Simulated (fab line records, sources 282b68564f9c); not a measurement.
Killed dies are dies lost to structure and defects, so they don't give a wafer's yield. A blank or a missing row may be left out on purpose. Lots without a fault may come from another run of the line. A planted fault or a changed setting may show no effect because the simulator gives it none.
fab line records | flow rit_cmos
record lots=6 wafers=18 last_day=7
route steps=202 shown CONTACT@178 M1@184
lots that met no fault: from a run of the same line without faults
start_h: hours from the record's first day to the start of the lot's first wafer shown | wait_h: hours since the lot's step before | " the same as in the row above | L1.1+2: a row that stands for several wafers | - no value, or no start given | * or withheld: withheld | < > ~ a bound
route shown NAME@n: a module of which the file shows steps, and the number in the route of the first | usual: mean/standard deviation of fault-free wafers | same: alike in all rows | chamber/n: place in a boat | sites: the reading at each site | _std_site: their standard deviation | _edge_site: outer sites' mean less inner sites' | radius_mm: how far each site lies from the wafer's centre | mask NAME#n: copy n | behind: the tool/chamber that last shaped the wafer | hold: why the lot was held/for how many hours/how that ended | device: the transistor (n, p or np) that didn't switch | end of line: the same wafers' tests at the end of the route | a step without rows: its recipe alone | killed: dies lost to structure and defects at the first sort, not the wafer's yield | map: a wafer's dies, x killed, . not, _ none there
set.NAME: the setting as run; set.NAME@STEP: as run at that earlier step | model.NAME: the simulator's own value behind a step, which no gauge read
lots at some steps of the route; a table a step, a row a wafer
services: from which hour (start_h, from the record's first day; less than 0 if before it) a tool's chamber was out of use, for how many hours, and why
## steps
# step RIT_CONTACT_HARDBAKE_10
# recipe resist=NOVOLAK temp_c=140 time_s=60
# step RIT_CONTACT_ETCH_11
# recipe target_depth_a=4800 over_etch_frac=0.2 stop_on=TiSi2 chemistry=CHF3/CF4/Ar target=SiO2 CHF3_flow_sccm=50 cf4_flow_sccm=10 Ar_flow_sccm=100 O2_flow_sccm=5 pressure_mtorr=100 rf_w=200 time_s=320
# usual drypump_motor_current_A=5.7/0.6 oes_product_au=0.993/0.014 throttle_valve_pct=8.88/0.16
# same over_etch_frac=0.2
# columns lot.wafer tool chamber start_h wait_h drypump_motor_current_A oes_product_au rf_hours_counter_h throttle_valve_pct
L195.1 rie_diel-03 3 58.64 0.1 5.8 1.002 8 8.80
L195.4 " 0 " " 5.3 0.997 - 8.92
L195.6 " 3 " " 5.8 1.000 - 8.80
L203.3 rie_diel-03 3 95.08 0.1 5.8 0.993 9 8.80
L203.4 " 2 " " 5.1 0.997 1 8.62
L203.6 " 3 " " 5.8 1.003 - 8.81
L208.2 rie_diel-02 0 118.14 0.1 6.4 1.000 53 9.02
L208.5 " 0 " " 6.4 1.003 - 9.00
L208.6 " 1 " " 6.2 1.007 - 8.70
L209.1 rie_diel-01 0 121.93 0.1 5.4 0.986 28 9.11
L209.3 " 1 " " 5.3 0.982 95 9.08
L209.6 " 3 " " 6.5 1.018 - 8.95
L214.2 rie_diel-03 3 154.42 0.1 5.8 0.995 10 8.80
L214.3 " 2 " " 5.1 1.005 2 8.61
L214.4 " 0 " " 5.3 0.996 12 8.93
L217.2 rie_diel-02 1 171.28 0.1 6.2 1.012 23 8.70
L217.4 " 1 " " 6.2 1.011 - 8.70
L217.6 " 2 " " 6.5 0.990 - 8.87
# step RIT_CONTACT_STRIP_12
# recipe chemistry=O2 time_s=180 resist=NOVOLAK platen_temp_c=withheld power_w=500 pressure_mtorr=4000 o2_flow_sccm=4000
# usual drypump_motor_current_A=5.8/0.49
# columns lot.wafer tool chamber start_h wait_h drypump_motor_current_A rf_hours_counter_h
L195.1 plasma_asher-03 0 58.84 0.1 5.8 32
L195.4 " 0 " " 5.7 -
L195.6 " 0 " " 5.8 -
L203.3 plasma_asher-03 0 95.33 0.2 5.8 -
L203.4 " 1 " " 5.1 -
L203.6 " 1 " " 5.1 -
L208.2 plasma_asher-02 1 118.33 0.1 6.5 31
L208.5 " 0 " " 5.4 -
L208.6 " 1 " " 6.5 -
L209.1 plasma_asher-01 1 122.12 0.1 6.3 53
L209.3 " 0 " " 5.7 -
L209.6 " 1 " " 6.3 -
L214.2 plasma_asher-01 0 154.61 0.1 5.8 56
L214.3 " 1 " " 6.3 -
L214.4 " 0 " " 5.7 -
L217.2 plasma_asher-01 0 171.47 0.1 5.8 58
L217.4 " 0 " " 5.8 -
L217.6 " 1 " " 6.3 -
# step RIT_CONTACT_CD_MEAS_90
# recipe target_cd_nm=1000
# usual cd_nm=1000.2/2.6
# columns lot.wafer tool chamber start_h wait_h cd_nm
L195.1 cd_sem-02 - 59.01 0.1 999.8
L195.4 " - " " 998.1
L195.6 " - " " 998.7
L203.3 cd_sem-01 - 95.49 0.1 1000.5
L203.4 " - " " 1002.1
L203.6 " - " " 1001.0
L208.2 cd_sem-02 - 118.53 0.1 1003.1
L208.5 " - " " 1001.2
L208.6 " - " " 1000.3
L209.1 cd_sem-02 - 122.30 0.1 999.0
L209.3 " - " " 997.6
L209.6 " - " " 995.9
L214.2 cd_sem-02 - 154.81 0.1 1002.0
L214.3 " - " " 999.7
L214.4 " - " " 1002.3
L217.2 cd_sem-01 - 171.66 0.1 1000.9
L217.4 " - " " 999.1
L217.6 " - " " 999.1
# step RIT_CONTACT_CLEAN_13
# recipe chemistry=SC1 mix=3:3:50 time_s=600 temp_c=75
# step RIT_CONTACT_CLEAN_14
# recipe chemistry=SC2 mix=3:3:50 time_s=600 temp_c=75 dry=n2_spin
# step RIT_M1_SPUTTER_00
# recipe material=Al target_thk_nm=400 power_w=2000 chamber_pressure_pa=0.4 gas=Ar time_s=500 substrate_temp_c=25
# usual throttle_valve_pct=30.1/1.1
# columns lot.wafer tool chamber start_h wait_h throttle_valve_pct
L195.1 pvd_sputter-01 - 59.48 0.0 30.7
L195.4 " - " " 29.6
L195.6 " - " " 29.5
L203.3 pvd_sputter-03 - 95.92 0.0 32.0
L203.4 " - " " 29.5
L203.6 " - " " 29.8
L208.2 pvd_sputter-01 - 119.00 0.0 29.4
L208.5 " - " " 30.5
L208.6 " - " " 29.6
L209.1 pvd_sputter-02 - 122.79 0.0 31.1
L209.3 " - " " 29.2
L209.6 " - " " 30.7
L214.2 pvd_sputter-01 - 155.26 0.0 29.7
L214.3 " - " " 28.5
L214.4 " - " " 30.7
L217.2 pvd_sputter-02 - 172.31 0.0 31.1
L217.4 " - " " 29.8
L217.6 " - " " 31.1
# step RIT_M1_RS_MEAS_01
# recipe thk_meas_gauge=four-point-probe reads=Al_of_M1_SPUTTER_00
# usual M1_AL_RS=0.0735/0.00094
# columns lot.wafer tool chamber start_h wait_h M1_AL_RS[ohm/sq]
L195.1 film_metro-03 - 59.78 0.1 0.0741
L195.4 " - " " 0.0746
L195.6 " - " " 0.0742
L203.3 film_metro-01 - 96.25 0.2 0.0744
L203.4 " - " " 0.0746
L203.6 " - " " 0.0735
L208.2 film_metro-03 - 119.31 0.2 0.0738
L208.5 " - " " 0.0736
L208.6 " - " " 0.0742
L209.1 film_metro-04 - 123.08 0.1 0.0728
L209.3 " - " " 0.0724
L209.6 " - " " 0.0729
L214.2 film_metro-03 - 155.57 0.2 0.0738
L214.3 " - " " 0.0730
L214.4 " - " " 0.0737
L217.2 film_metro-04 - 172.62 0.2 0.0729
L217.4 " - " " 0.0732
L217.6 " - " " 0.0728
# step RIT_M1_THK_MEAS_02
# recipe thk_meas_gauge=xrf reads=Al_of_M1_SPUTTER_00
# usual M1_AL_THK=399/5.1
# columns lot.wafer tool chamber start_h wait_h M1_AL_THK[nm]
L195.1 film_metro-03 - 59.90 0.1 397
L195.4 " - " " 396
L195.6 " - " " 396
L203.3 film_metro-01 - 96.35 0.1 398
L203.4 " - " " 395
L203.6 " - " " 401
L208.2 film_metro-03 - 119.42 0.1 400
L208.5 " - " " 402
L208.6 " - " " 399
L209.1 film_metro-04 - 123.20 0.1 400
L209.3 " - " " 402
L209.6 " - " " 400
L214.2 film_metro-03 - 155.68 0.1 396
L214.3 " - " " 401
L214.4 " - " " 397
L217.2 film_metro-04 - 172.73 0.1 400
L217.4 " - " " 401
L217.6 " - " " 400
# step RIT_M1_HMDS_03
# recipe prime_time_s=60 prime_temp_c=140
# step RIT_M1_COAT_04
# recipe resist=NOVOLAK spin_rpm=2000 resist_thk_nm=1300
# step RIT_M1_SOFTBAKE_05
# recipe resist=NOVOLAK temp_c=90 time_s=60
# step RIT_M1_EXPOSE_06
# recipe mask_id=M12 na=0.6 source_shape=conventional sigma_outer=0.5 target_cd_nm=2600 dose_mj=250
# usual exposure_dose_mJ_cm2=252.09/0.28 focus_offset_nm=0.0/0.57 sigma_outer=0.5/0
# columns lot.wafer tool chamber start_h wait_h mask exposure_dose_mJ_cm2 focus_offset_nm sigma_outer
L195.1 iline_stepper-01 0 60.57 0.2 M12#0 251.83 0.5 0.5
L195.4 " 0 " " M12#0 251.80 -0.3 0.5
L195.6 " 0 " " M12#0 251.81 0.1 0.5
L203.3 iline_stepper-02 0 96.88 0.1 M12#0 252.38 -0.7 0.5
L203.4 " 0 " " M12#0 252.48 -0.6 0.5
L203.6 " 0 " " M12#0 252.33 0.2 0.5
L208.2 iline_stepper-01 - 119.94 0.1 M12#0 - - -
L208.5 " - " " M12#0 - - -
L208.6 " - " " M12#0 - - -
L209.1 iline_stepper-02 - 123.83 0.2 M12#0 - - -
L209.3 " - " " M12#0 - - -
L209.6 " - " " M12#0 - - -
L214.2 iline_stepper-02 0 156.32 0.2 M12#0 252.01 -0.4 0.5
L214.3 " 0 " " M12#0 251.82 -0.6 0.5
L214.4 " 0 " " M12#0 251.95 0.3 0.5
L217.2 iline_stepper-02 0 173.25 0.1 M12#0 252.23 -0.5 0.5
L217.4 " 0 " " M12#0 252.04 0.3 0.5
L217.6 " 0 " " M12#0 252.25 0.4 0.5
# step RIT_M1_PEB_07
# recipe resist=NOVOLAK temp_c=withheld time_s=withheld
## services
# columns tool chamber start_h hours kind
rie_diel-02 1 36.91 5.5 repair
rie_diel-02 0 38.50 2.1 repair
iline_stepper-01 - 39.28 4.4 pm
rie_diel-03 2 39.61 - clean
rie_diel-03 2 39.61 23.6 scheduled_down
rie_diel-03 2 39.61 23.6 vent_cycle
pvd_sputter-02 - 87.16 8.4 repair
rie_diel-03 3 97.68 2.4 repair
rie_diel-03 3 110.18 6.8 repair
iline_stepper-02 - 119.07 1.7 pm
rie_diel-02 1 120.10 5.9 repair
rie_diel-03 - 125.75 2.8 pm
rie_diel-01 2 134.55 - clean
rie_diel-01 2 134.55 22.2 scheduled_down
rie_diel-01 2 134.55 22.2 vent_cycle
iline_stepper-01 - 148.04 1.7 pm
iline_stepper-01 - 150.85 2.4 repair
rie_diel-02 0 162.70 20.9 repair
## key
first_sign step=RIT_M1_EXPOSE_06 reading=tool_record direction=missing
effect none on later readings
met_at RIT_M1_EXPOSE_06
struck_wafers L208.2,L208.5,L208.6,L209.1,L209.3,L209.6
later_rows_left_out L208.2,L208.5,L208.6,L209.1,L209.3,L209.6
sort_left_out L208.2,L208.5,L208.6,L209.1,L209.3,L209.6
onset_between 96.88 119.94
fault kind=skipped_step_whole tool=iline_stepper-01,iline_stepper-02 chamber=- onset_h=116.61 steps=RIT_M1_EXPOSE_06 scope=struck_lots_only
# sort_left_out: the simulated sort isn't trusted on such a fault, so these wafers' sort isn't shown, and their yield isn't known
# later_rows_left_out: the simulator's readings of these wafers behind a module that went badly wrong aren't trusted and aren't shown, but for the sort
